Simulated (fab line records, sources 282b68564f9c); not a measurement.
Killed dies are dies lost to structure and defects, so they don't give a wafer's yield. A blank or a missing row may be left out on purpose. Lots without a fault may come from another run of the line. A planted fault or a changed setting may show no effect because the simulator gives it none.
fab line records | flow rit_cmos
record lots=6 wafers=18 last_day=6
route steps=202 shown ACTIVE@6 FOX1@20 FOX2@23 NWELL@28 PWELL@39 M1@202
lots that met no fault: from a run of the same line without faults
start_h: hours from the record's first day to the start of the lot's first wafer shown | wait_h: hours since the lot's step before | " the same as in the row above | L1.1+2: a row that stands for several wafers | - no value, or no start given | * or withheld: withheld | < > ~ a bound
route shown NAME@n: a module of which the file shows steps, and the number in the route of the first | usual: mean/standard deviation of fault-free wafers | same: alike in all rows | chamber/n: place in a boat | sites: the reading at each site | _std_site: their standard deviation | _edge_site: outer sites' mean less inner sites' | radius_mm: how far each site lies from the wafer's centre | mask NAME#n: copy n | behind: the tool/chamber that last shaped the wafer | hold: why the lot was held/for how many hours/how that ended | device: the transistor (n, p or np) that didn't switch | end of line: the same wafers' tests at the end of the route | a step without rows: its recipe alone | killed: dies lost to structure and defects at the first sort, not the wafer's yield | map: a wafer's dies, x killed, . not, _ none there
set.NAME: the setting as run; set.NAME@STEP: as run at that earlier step | model.NAME: the simulator's own value behind a step, which no gauge read
lots at some steps of the route; a table a step, a row a wafer
services: from which hour (start_h, from the record's first day; less than 0 if before it) a tool's chamber was out of use, for how many hours, and why
## steps
# step RIT_ACTIVE_HMDS_05
# recipe prime_time_s=60 prime_temp_c=140
# step RIT_ACTIVE_COAT_06
# recipe resist=NOVOLAK spin_rpm=3250 resist_thk_nm=1000
# step RIT_ACTIVE_SOFTBAKE_07
# recipe resist=NOVOLAK temp_c=90 time_s=60
# step RIT_ACTIVE_EXPOSE_08
# recipe mask_id=M1 na=0.6 source_shape=conventional sigma_outer=0.6 target_cd_nm=1400 dose_mj=225
# step RIT_ACTIVE_PEB_09
# recipe resist=NOVOLAK temp_c=withheld time_s=withheld
# step RIT_ACTIVE_DEVELOP_10
# recipe resist=NOVOLAK develop_time_s=50 dev_temp_c=24.02
# step RIT_ACTIVE_CD_MEAS_11
# recipe target_cd_nm=1400
# usual cd_nm=1399.9/2.4
# columns lot.wafer tool chamber start_h wait_h cd_nm
L642.2 cd_sem-01 - 25.09 - 1403.6
L642.4 " - " " 1402.6
L642.5 " - " " 1400.0
L644.1 cd_sem-01 - 35.42 - 1400.7
L644.2 " - " " 1401.5
L644.6 " - " " 1400.3
L651.1 cd_sem-01 - 69.71 - 1398.1
L651.2 " - " " 1398.7
L651.6 " - " " 1399.3
L653.2 cd_sem-01 - 81.66 - 1396.8
L653.4 " - " " 1398.1
L653.5 " - " " 1399.7
L654.1 cd_sem-01 - 85.00 - 1397.1
L654.4 " - " " 1394.7
L654.5 " - " " 1396.5
L655.1 cd_sem-01 - 89.86 - 1398.1
L655.2 " - " " 1396.5
L655.6 " - " " 1396.7
# step RIT_ACTIVE_HARDBAKE_12
# recipe resist=NOVOLAK temp_c=140 time_s=60
# step RIT_ACTIVE_ETCH_13
# recipe stop_on=SiO2 chemistry=SF6 target=Si3N4 time_s=210 over_etch_frac=0.4115 SF6_flow_sccm=200 pressure_mtorr=260 rf_w=125 target_depth_a=2100
# usual chamber_pressure_mTorr=260.03/0.22 drypump_motor_current_A=5.52/0.25 oes_product_au=0.818/0.011 throttle_valve_pct=7.50/0.12
# same over_etch_frac=0.4115 time_s=210
# columns lot.wafer tool chamber start_h wait_h chamber_pressure_mTorr drypump_motor_current_A oes_product_au rf_hours_counter_h throttle_valve_pct
L642.2 rie_diel-01 3 25.34 0.1 259.91 4.99 0.793 7 7.59
L642.4 " 2 " " 260.34 6.07 0.812 91 7.66
L642.5 " 0 " " 260.09 5.75 0.823 - 7.47
L644.1 rie_diel-03 0 35.74 0.1 260.00 5.81 0.805 154 7.49
L644.2 " 3 " " 259.95 5.66 0.822 122 7.65
L644.6 " 3 " " 260.35 5.63 0.812 - 7.65
L651.1 rie_diel-03 1 69.98 0.1 260.39 5.19 0.822 90 7.60
L651.2 " 2 " " 260.06 5.34 0.820 5 7.40
L651.6 " 2 " " 259.72 5.34 0.818 - 7.40
L653.2 rie_diel-03 2 81.91 0.1 260.07 5.36 0.822 6 7.40
L653.4 " 1 " " 259.92 5.19 0.828 90 7.59
L653.5 " 2 " " 260.25 5.32 0.832 - 7.39
L654.1 rie_diel-02 0 85.27 0.1 259.95 5.58 0.815 22 7.35
L654.4 " 3 " " 259.91 5.53 0.821 - 7.61
L654.5 " 2 " " 260.17 5.41 0.798 - 7.47
L655.1 rie_diel-03 1 90.13 0.1 260.23 5.20 0.821 91 7.61
L655.2 " 0 " " 259.90 5.85 0.812 155 7.48
L655.6 " 2 " " 259.65 5.29 0.821 - 7.40
# step RIT_ACTIVE_STRIP_14
# recipe chemistry=O2 time_s=180 resist=NOVOLAK platen_temp_c=withheld power_w=500 pressure_mtorr=4000 o2_flow_sccm=4000
# usual chamber_pressure_mTorr=3999/3.9 drypump_motor_current_A=5.73/0.29
# same time_s=180
# columns lot.wafer tool chamber start_h wait_h chamber_pressure_mTorr drypump_motor_current_A rf_hours_counter_h
L642.2 plasma_asher-01 1 25.47 0.1 4005 5.54 38
L642.4 " 1 " " 3999 5.54 -
L642.5 " 1 " " 3995 5.55 -
L644.1 plasma_asher-02 0 35.87 0.1 3997 5.86 39
L644.2 " 1 " " 3999 6.14 39
L644.6 " 0 " " 4001 5.85 -
L651.1 plasma_asher-04 0 70.11 0.1 4003 5.42 42
L651.2 " 1 " " 4012 5.56 42
L651.6 " 1 " " 4001 5.55 -
L653.2 plasma_asher-01 1 82.04 0.1 4005 5.53 45
L653.4 " 0 " " 4002 6.21 -
L653.5 " 0 " " 3999 6.24 -
L654.1 plasma_asher-04 1 85.40 0.1 3995 5.54 43
L654.4 " 0 " " 4003 5.47 -
L654.5 " 1 " " 4002 5.57 -
L655.1 plasma_asher-04 1 90.26 0.1 3997 5.54 44
L655.2 " 0 " " 4003 5.40 44
L655.6 " 1 " " 3996 5.57 -
# step RIT_ACTIVE_CD_MEAS_90
# recipe target_cd_nm=1400
# usual cd_nm=1400.0/2.5
# columns lot.wafer tool chamber start_h wait_h cd_nm
L642.2 cd_sem-02 - 25.66 0.1 1403.2
L642.4 " - " " 1402.5
L642.5 " - " " 1400.7
L644.1 cd_sem-01 - 36.04 0.1 1401.1
L644.2 " - " " 1400.8
L644.6 " - " " 1400.5
L651.1 cd_sem-01 - 70.33 0.2 1397.5
L651.2 " - " " 1398.6
L651.6 " - " " 1399.6
L653.2 cd_sem-01 - 82.24 0.1 1396.9
L653.4 " - " " 1398.2
L653.5 " - " " 1399.5
L654.1 cd_sem-01 - 85.57 0.1 1397.3
L654.4 " - " " 1394.5
L654.5 " - " " 1396.3
L655.1 cd_sem-01 - 90.44 0.1 1398.3
L655.2 " - " " 1397.3
L655.6 " - " " 1396.0
# step RIT_ACTIVE_CLEAN_15
# recipe chemistry=SC1 mix=3:3:50 time_s=600 temp_c=75
# step RIT_ACTIVE_CLEAN_16
# recipe chemistry=dHF dilution=50:1 time_s=30
# same time_s=30
# columns lot.wafer tool chamber start_h wait_h
L642.2+4+5 wet_bench-02 1 25.94 0.0
L644.1+2+6 wet_bench-04 1 36.34 0.0
L651.1+2+6 wet_bench-04 2 70.62 0.0
L653.2+4+5 wet_bench-04 0 82.53 0.0
L654.1+4+5 wet_bench-01 1 85.88 0.0
L655.1+2+6 wet_bench-02 0 90.73 0.0
# step RIT_ACTIVE_CLEAN_17
# recipe chemistry=SC2 mix=3:3:50 time_s=600 temp_c=75 dry=n2_spin
# step RIT_FOX1_OXIDATION_00
# recipe temp_c=1100 ambient=H2O target_thk_a=3507 p_h2o_torr=720 ox_time_s=1130
# step RIT_FOX1_THK_MEAS_01
# recipe reads=SiO2_of_FOX1_OXIDATION_00
# usual FOX1_OXIDE_THK=350/6.6
# columns lot.wafer tool chamber start_h wait_h FOX1_OXIDE_THK[nm]
L642.2 film_metro-04 - 28.56 0.0 346
L642.4 " - " " 338
L642.5 " - " " 336
L644.1 film_metro-04 - 38.37 0.0 341
L644.2 " - " " 342
L644.6 " - " " 346
L651.1 film_metro-02 - 74.34 0.0 360
L651.2 " - " " 360
L651.6 " - " " 360
L653.2 film_metro-04 - 84.06 0.0 355
L653.4 " - " " 347
L653.5 " - " " 346
L654.1 film_metro-02 - 88.79 0.0 362
L654.4 " - " " 350
L654.5 " - " " 352
L655.1 film_metro-04 - 94.37 0.0 365
L655.2 " - " " 368
L655.6 " - " " 363
# step RIT_FOX1_WET_ETCH_02
# recipe chemistry=BOE target_depth_nm=350 time_s=390 temp_c=21.5 dry=n2_spin dilution=10:1 target=SiO2
# step RIT_FOX2_OXIDATION_00
# recipe temp_c=1100 ambient=H2O target_thk_a=3507 p_h2o_torr=720 ox_time_s=1130
# step RIT_FOX2_THK_MEAS_01
# recipe reads=SiO2_of_FOX2_OXIDATION_00
# usual FOX2_OXIDE_THK=352/6.2
# columns lot.wafer tool chamber start_h wait_h FOX2_OXIDE_THK[nm]
L642.2 film_metro-01 - 31.33 0.0 361
L642.4 " - " " 359
L642.5 " - " " 354
L644.1 film_metro-04 - 39.86 0.0 344
L644.2 " - " " 343
L644.6 " - " " 345
L651.1 film_metro-01 - 76.73 0.0 361
L651.2 " - " " 362
L651.6 " - " " 357
L653.2 film_metro-03 - 85.55 0.0 344
L653.4 " - " " 342
L653.5 " - " " 345
L654.1 film_metro-04 - 90.29 0.0 351
L654.4 " - " " 353
L654.5 " - " " 358
L655.1 film_metro-03 - 95.94 0.0 361
L655.2 " - " " 362
L655.6 " - " " 363
# step RIT_FOX2_CLEAN_02
# recipe chemistry=dHF dilution=50:1 time_s=180
# step RIT_FOX2_WET_ETCH_03
# recipe chemistry=H3PO4 target=Si3N4 target_depth_nm=195 temp_c=165 time_s=2801
# step RIT_FOX2_THK_MEAS_90
# recipe reads=SiO2_of_FOX2_OXIDATION_00
# usual FIELD_OXIDE_LEFT_1_THK=325/6.2
# columns lot.wafer tool chamber start_h wait_h FIELD_OXIDE_LEFT_1_THK[nm]
L642.2 film_metro-04 - 33.10 0.0 334
L642.4 " - " " 332
L642.5 " - " " 327
L644.1 film_metro-04 - 40.73 0.0 316
L644.2 " - " " 315
L644.6 " - " " 317
L651.1 film_metro-01 - 77.68 0.0 333
L651.2 " - " " 334
L651.6 " - " " 329
L653.2 film_metro-01 - 86.43 0.0 317
L653.4 " - " " 315
L653.5 " - " " 318
L654.1 film_metro-01 - 91.24 0.0 323
L654.4 " - " " 325
L654.5 " - " " 331
L655.1 film_metro-03 - 96.81 0.0 334
L655.2 " - " " 334
L655.6 " - " " 335
# step RIT_NWELL_HMDS_00
# recipe prime_time_s=60 prime_temp_c=140
# step RIT_NWELL_COAT_01
# recipe resist=NOVOLAK spin_rpm=2000 resist_thk_nm=1300
# step RIT_NWELL_SOFTBAKE_02
# recipe resist=NOVOLAK temp_c=90 time_s=60
# step RIT_NWELL_EXPOSE_03
# recipe mask_id=M2 na=0.57 target_cd_nm=43900 dose_mj=250
# step RIT_NWELL_PEB_04
# recipe resist=NOVOLAK temp_c=withheld time_s=withheld
# step RIT_NWELL_DEVELOP_05
# recipe resist=NOVOLAK develop_time_s=68 dev_temp_c=23
# step RIT_NWELL_OVL_MEAS_06
# usual NWELL_OVL=0.4/1.5
# columns lot.wafer tool chamber start_h wait_h NWELL_OVL[nm]
L642.2 overlay-01 - 34.04 - 2.8
L642.4 " - " " 0.9
L642.5 " - " " 3.0
L644.1 overlay-01 - 41.90 - 2.1
L644.2 " - " " 1.5
L644.6 " - " " 1.7
L651.1 overlay-01 - 78.74 - 1.0
L651.2 " - " " -0.7
L651.6 " - " " -0.5
L653.2 overlay-01 - 87.65 - 1.1
L653.4 " - " " -0.5
L653.5 " - " " -0.2
L654.1 overlay-01 - 92.19 - 1.7
L654.4 " - " " -0.3
L654.5 " - " " 2.4
L655.1 overlay-02 - 97.76 - -0.1
L655.2 " - " " 1.1
L655.6 " - " " 1.2
# step RIT_NWELL_HARDBAKE_07
# recipe resist=NOVOLAK temp_c=140 time_s=120
# step RIT_NWELL_IMPLANT_08
# recipe species=P energy_kev=170 dose_cm2=5e+13 tilt_deg=7
# step RIT_NWELL_STRIP_09
# recipe chemistry=O2 time_s=180 resist=NOVOLAK platen_temp_c=withheld power_w=500 pressure_mtorr=4000 o2_flow_sccm=4000
# usual chamber_pressure_mTorr=4000/3.7 drypump_motor_current_A=5.73/0.29
# same time_s=180
# columns lot.wafer tool chamber start_h wait_h chamber_pressure_mTorr drypump_motor_current_A rf_hours_counter_h
L642.2 plasma_asher-04 0 34.47 0.1 3995 5.43 38
L642.4 " 1 " " 4002 5.56 -
L642.5 " 1 " " 3998 5.55 -
L644.1 plasma_asher-01 0 42.34 0.1 3997 6.24 40
L644.2 " 1 " " 4002 5.50 40
L644.6 " 0 " " 4000 6.23 -
L651.1 plasma_asher-01 1 79.18 0.1 4001 5.55 44
L651.2 " 0 " " 4000 6.23 44
L651.6 " 1 " " 3996 5.53 -
L653.2 plasma_asher-04 1 88.08 0.1 4002 5.57 44
L653.4 " 1 " " 4002 5.56 -
L653.5 " 0 " " 3998 5.39 -
L654.1 plasma_asher-01 1 92.62 0.1 4003 5.52 45
L654.4 " 1 " " 4005 5.52 -
L654.5 " 1 " " 4004 5.54 -
L655.1 plasma_asher-04 1 98.19 0.1 3994 5.58 45
L655.2 " 0 " " 4000 5.43 45
L655.6 " 0 " " 4003 5.42 -
# step RIT_NWELL_TW_MEAS_10
# usual NWELL_TW=2148/14
# columns lot.wafer tool chamber start_h wait_h NWELL_TW
L642.2 film_metro-04 - 34.66 0.1 2150
L642.4 " - " " 2159
L642.5 " - " " 2150
L644.1 film_metro-02 - 42.52 0.1 2122
L644.2 " - " " 2117
L644.6 " - " " 2118
L651.1 film_metro-04 - 79.35 0.1 2152
L651.2 " - " " 2155
L651.6 " - " " 2154
L653.2 film_metro-04 - 88.27 0.1 2160
L653.4 " - " " 2145
L653.5 " - " " 2155
L654.1 film_metro-04 - 92.80 0.1 2148
L654.4 " - " " 2157
L654.5 " - " " 2170
L655.1 film_metro-04 - 98.37 0.1 2176
L655.2 " - " " 2165
L655.6 " - " " 2171
# step RIT_PWELL_HMDS_00
# recipe prime_time_s=60 prime_temp_c=140
# step RIT_PWELL_COAT_01
# recipe resist=NOVOLAK spin_rpm=2000 resist_thk_nm=1300
# step RIT_PWELL_SOFTBAKE_02
# recipe resist=NOVOLAK temp_c=90 time_s=62.36
# usual plate_sensor_t_centre_C=90.969/0.0095 plate_sensor_t_edge_C=91.020/0.01
# same time_s=62.36
# columns lot.wafer tool chamber start_h wait_h plate_sensor_t_centre_C plate_sensor_t_edge_C
L642.2 litho_track-03 0 35.03 0.1 90.975 91.013
L642.4 " 0 " " 90.964 91.010
L642.5 " 0 " " 90.958 91.008
L644.1 litho_track-01 0 42.88 0.1 90.968 91.008
L644.2 " 0 " " 90.956 91.014
L644.6 " 0 " " 90.984 91.029
L651.1 litho_track-03 0 79.71 0.1 90.974 91.031
L651.2 " 0 " " 90.953 91.026
L651.6 " 0 " " 90.973 91.026
L653.2 litho_track-03 0 88.64 0.1 90.970 91.022
L653.4 " 0 " " 90.960 91.005
L653.5 " 0 " " 90.963 91.018
L654.1 litho_track-03 0 93.16 0.1 90.960 91.008
L654.4 " 0 " " 90.984 91.034
L654.5 " 0 " " 90.955 91.022
L655.1 litho_track-03 0 98.73 0.1 90.975 91.047
L655.2 " 0 " " 90.981 91.009
L655.6 " 0 " " 90.972 91.028
# step RIT_PWELL_EXPOSE_03
# recipe mask_id=M3 na=0.57 target_cd_nm=43700 dose_mj=250
# step RIT_PWELL_PEB_04
# recipe resist=NOVOLAK temp_c=withheld time_s=withheld
# step RIT_PWELL_DEVELOP_05
# recipe resist=NOVOLAK develop_time_s=68 dev_temp_c=23
# step RIT_PWELL_OVL_MEAS_06
# usual PWELL_OVL=-0.9/1.6
# columns lot.wafer tool chamber start_h wait_h PWELL_OVL[nm]
L642.2 overlay-02 - 35.59 - -0.1
L642.4 " - " " 0.7
L642.5 " - " " 0.6
L644.1 overlay-02 - 43.58 - -2.4
L644.2 " - " " -2.1
L644.6 " - " " -1.3
L651.1 overlay-02 - 80.42 - -2.2
L651.2 " - " " -2.9
L651.6 " - " " -2.6
L653.2 overlay-02 - 89.20 - -1.7
L653.4 " - " " -2.7
L653.5 " - " " -2.3
L654.1 overlay-02 - 93.86 - -2.9
L654.4 " - " " -0.6
L654.5 " - " " -0.3
L655.1 overlay-01 - 99.31 - 3.9
L655.2 " - " " 1.9
L655.6 " - " " 1.7
# step RIT_PWELL_HARDBAKE_07
# recipe resist=NOVOLAK temp_c=140 time_s=120
# step RIT_PWELL_IMPLANT_08
# recipe species=B energy_kev=170 dose_cm2=7e+13 tilt_deg=7
# step RIT_M1_PROBE_99
# usual killed_at_front_end=7.2/2.5 killed_dies=7.3/2.5 killed_open=3.8/1.9 killed_short=3.5/1.8
# same gross_dies=264 killed_at_M0_to_M3=0 killed_at_M4_up=0 killed_at_back_side=0 killed_at_contacts=0 killed_at_other=0
# columns lot.wafer tool chamber start_h wait_h killed_at_front_end killed_dies killed_open killed_short
L642.2 prober-02 - 72.00 0.1 10 10 3 7
L642.4 prober-02 - 72.10 0.2 7 7 2 5
L642.5 prober-02 - 72.15 0.2 6 6 3 3
L644.1 prober-02 - 82.26 0.1 7 7 4 3
L644.2 prober-02 - 82.31 0.1 2 2 2 0
L644.6 prober-02 - 82.51 0.2 6 6 2 4
L651.1 prober-01 - 118.15 0.1 27 27 3 1
L651.2 prober-01 - 118.20 0.1 36 36 7 3
L651.6 prober-01 - 118.40 0.2 38 38 6 4
L653.2 prober-01 - 125.81 0.1 37 37 2 1
L653.4 prober-01 - 125.91 0.2 37 37 2 3
L653.5 prober-01 - 125.96 0.2 37 37 3 4
L654.1 prober-02 - 132.96 0.1 7 7 2 5
L654.4 prober-02 - 133.11 0.2 9 9 4 5
L654.5 prober-02 - 133.16 0.2 6 6 4 2
L655.1 prober-01 - 134.63 0.1 3 3 1 2
L655.2 prober-01 - 134.68 0.1 7 7 6 1
L655.6 prober-01 - 134.88 0.2 7 7 4 3
# killed by level:class
L642.2 FOX2:geometric_particle:short=2 GATE:geometric_particle:open=2 REOX:geometric_particle:short=2 SILICIDE:geometric_particle:short=2 FOX2:geometric_particle:open=1 GATE:geometric_particle:short=1
L642.4 REOX:geometric_particle:short=2 FOX1:geometric_particle:short=1 FOX2:geometric_particle:short=1 FOX2:geometric_particle:open=1 GATE:geometric_particle:open=1 GATE:geometric_particle:short=1
L642.5 FOX2:geometric_particle:short=1 GATE:geometric_particle:short=1 GATE:geometric_particle:open=1 REOX:geometric_particle:open=1 REOX:geometric_particle:short=1 SPACER:geometric_particle:open=1
L644.1 GATE:geometric_particle:open=3 GATE:geometric_particle:short=3 SPACER:geometric_particle:open=1
L644.2 GATE:geometric_particle:open=2
L644.6 GATE:geometric_particle:short=3 FOX1:geometric_particle:short=1 FOX1:geometric_particle:open=1 GATE:geometric_particle:open=1
L651.1 ACTIVE:unspecified=23 FOX1:geometric_particle:open=1 FOX2:geometric_particle:open=1 GATE:geometric_particle:short=1 GATE:geometric_particle:open=1
L651.2 ACTIVE:unspecified=26 FOX1:geometric_particle:open=2 REOX:geometric_particle:short=2 SILICIDE:geometric_particle:open=2 FOX2:geometric_particle:open=1 GATE:geometric_particle:open=1 GATE:geometric_particle:short=1 REOX:geometric_particle:open=1
L651.6 ACTIVE:unspecified=28 GATE:geometric_particle:open=4 SILICIDE:geometric_particle:short=2 FOX1:geometric_particle:open=1 FOX1:geometric_particle:short=1 REOX:geometric_particle:short=1 SILICIDE:geometric_particle:open=1
L653.2 ACTIVE:unspecified=34 GATE:geometric_particle:open=2 GATE:geometric_particle:short=1
L653.4 ACTIVE:unspecified=32 GATE:geometric_particle:open=1 GATE:geometric_particle:short=1 REOX:geometric_particle:short=1 SILICIDE:geometric_particle:short=1 SILICIDE:geometric_particle:open=1
L653.5 ACTIVE:unspecified=30 GATE:geometric_particle:short=2 SILICIDE:geometric_particle:short=2 GATE:geometric_particle:open=1 SPACER:geometric_particle:open=1 SILICIDE:geometric_particle:open=1
L654.1 SILICIDE:geometric_particle:short=3 FOX1:geometric_particle:open=1 FOX2:geometric_particle:short=1 GATE:geometric_particle:short=1 GATE:geometric_particle:open=1
L654.4 REOX:geometric_particle:short=3 SPACER:geometric_particle:short=2 GATE:geometric_particle:open=2 FOX1:geometric_particle:open=1 SPACER:geometric_particle:open=1
L654.5 REOX:geometric_particle:open=2 FOX2:geometric_particle:open=1 GATE:geometric_particle:short=1 REOX:geometric_particle:short=1 SPACER:geometric_particle:open=1
L655.1 GATE:geometric_particle:short=1 GATE:geometric_particle:open=1 SPACER:geometric_particle:short=1
L655.2 GATE:geometric_particle:open=4 FOX2:geometric_particle:open=1 GATE:geometric_particle:short=1 SILICIDE:geometric_particle:open=1
L655.6 FOX2:geometric_particle:open=1 FOX2:geometric_particle:short=1 GATE:geometric_particle:short=1 GATE:geometric_particle:open=1 REOX:geometric_particle:open=1 REOX:geometric_particle:short=1 SPACER:geometric_particle:open=1
# map L651.6 (x killed, . not)
________xxxxx.._______
_____..xxxxxxx....____
____..x.xxxxxx..x..___
___....xxxxxxx......__
__....x....x........._
__....x.............._
_.................xx..
_.........x...........
_.....x.............x.
_...................x.
__..................._
__.............x....._
___..............x..__
____...............___
_____.............____
________......._______
# map L653.2 (x killed, . not)
________......._______
_____.............____
____...............___
___.................__
__.x................._
__........x.........._
_..........x..........
_......x..............
_......xxxxx..........
_...x.xxxxxx..........
__..xxxxxxxx.x......._
__...xxxxxx.x........_
___....xx.xx..x.....__
____...............___
_____.............____
________......._______
## services
# columns tool chamber start_h hours kind
rie_diel-02 2 15.15 7.5 repair
rie_diel-02 1 24.10 127.8 repair
wet_bench-02 - 49.74 1.7 repair
rie_diel-01 - 70.58 2.8 pm
rie_diel-01 3 79.01 14.1 repair
plasma_asher-02 - 79.75 1.5 repair
plasma_asher-01 - 86.60 2.0 repair
## key
first_sign step=RIT_M1_PROBE_99 reading=killed_at_front_end direction=up sigmas=11 usual=7.2 struck=35.3
effect step=RIT_M1_PROBE_99 reading=killed_dies direction=up sigmas=11 usual=7.3 struck=35.3
met_at RIT_ACTIVE_CLEAN_16
struck_wafers L651.1,L651.2,L651.6,L653.2,L653.4,L653.5
tester_left_out L651,L653
onset_between 36.34 70.62
fault kind=chamber_particle_source tool=wet_bench-04 chamber=- onset_h=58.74 steps=RIT_ACTIVE_CLEAN_16 rate_per_visit_cm2=0.79075 end_h=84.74
# tester_left_out: of these lots the tester's yield and bins aren't shown, on N5 and GAA mostly nor the transistor test; their killed dies are dies lost to structure and defects alone, not to doping, threshold or leakage, so they don't give the yield
